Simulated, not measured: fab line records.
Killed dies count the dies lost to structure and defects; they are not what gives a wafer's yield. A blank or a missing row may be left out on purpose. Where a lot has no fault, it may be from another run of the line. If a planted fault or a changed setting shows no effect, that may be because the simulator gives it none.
One fault through the eyes of 2 desks ; flow berkeley-cmos170 ; only its own numbers are on each desk; what lay behind them is given at the end

METROLOGY DESK
Lot by lot, what the gauges showed, no matter which tool ran the lot: averages of those sampled wafers that carry a number. Any lot whose mean is over 4 standard deviations away from the usual mean is out of limits and marked OUT; that distance is given in the brackets.
Columns: A = FIELD_OXIDE_LEFT_2_THK at UCB170_FIELD_THK_MEAS_91, usual 355 nm; B = NSD_RS at UCB170_SDANNEAL_RS_MEAS_03, usual 37.25 ohm/sq; C = cd-nm at UCB170_CONTACT_CD_MEAS_15, usual 699.5 nm
lot;first seen here;A;B;C
L427;day 5 18:04;359;37.19;696.3
L428;day 5 18:19;367;37.33;698.8
L426;day 5 18:21;356;37.39;700.7
L430;day 6 13:46;359;37.37;699.1
L431;day 6 15:08;358;37.12;699.0
L433;day 6 20:05;362;37.39;699.8
L432;day 6 20:24;354;37.21;698.7
L436;day 7 20:16;353;37.14;700.2
L438;day 7 20:22;359;37.24;698.6
L441;day 8 18:02;342;37.28;698.8
L442;day 9 02:59;355;37.34;702.1
L443;day 9 02:59;354;37.11;702.0
L446;day 9 23:31;370;37.20;702.5
L447;day 9 23:39;353;37.20;700.1
L448;day 10 00:14;356;37.24;698.7
This desk's finding: nothing out of limits on any of the 15 lots.

THE TOOL OWNER'S DESK: litho-track-03
For each lot that ran on this tool, the mean over its sampled wafers that have a number, from the tool's own readings at UCB170_M3_COAT_09. Any lot whose mean is over 4 standard deviations away from the usual mean is out of limits and marked OUT; that distance is given in the brackets.
Columns: A = exhaust-pa at UCB170_M3_COAT_09, usual 45.2 Pa; B = spin-speed-rpm at UCB170_M3_COAT_09, usual 2999.7 rpm
lot;first seen here;A;B
L430;day 8 13:11;46.2;3000.9
L436;day 9 17:49;44.5;3000.0
L441;day 10 16:24;46.0;2999.4
L442;day 11 01:13;44.8;2999.7
L443;day 11 02:28;45.1;3315.4 (+99 or more) OUT
L447;day 12 04:31;45.2;3317.8 (+99 or more) OUT
L446;day 12 05:12;44.9;3316.5 (+99 or more) OUT
This desk's verdict: out of limits on L443, L446, L447, starting with L443 at day 11 02:28 (spin-speed-rpm at UCB170_M3_COAT_09). L430, L436, L441, L442 stayed within limits.

TAKEN TOGETHER
The tool owner's desk had the chance to raise an alarm at day 11 02:28 on L443, L446, L447.
At the metrology desk, nothing out of limits was observed.
The metrology desk has L443, L446, L447 on record, within its limits.
The lots listed all ran UCB170_M3_COAT_09 on litho-track-03.

WHAT HAD BEEN PUT IN BY THE SIMULATOR
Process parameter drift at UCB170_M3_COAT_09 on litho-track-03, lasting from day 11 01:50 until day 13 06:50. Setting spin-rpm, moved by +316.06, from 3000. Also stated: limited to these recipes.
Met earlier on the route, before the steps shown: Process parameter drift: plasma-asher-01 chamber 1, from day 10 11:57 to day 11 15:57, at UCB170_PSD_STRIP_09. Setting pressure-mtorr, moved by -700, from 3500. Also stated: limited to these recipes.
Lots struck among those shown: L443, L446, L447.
Time in hours from fault onset to the first out-of-limits reading at each desk: the tool owner's desk, 1.
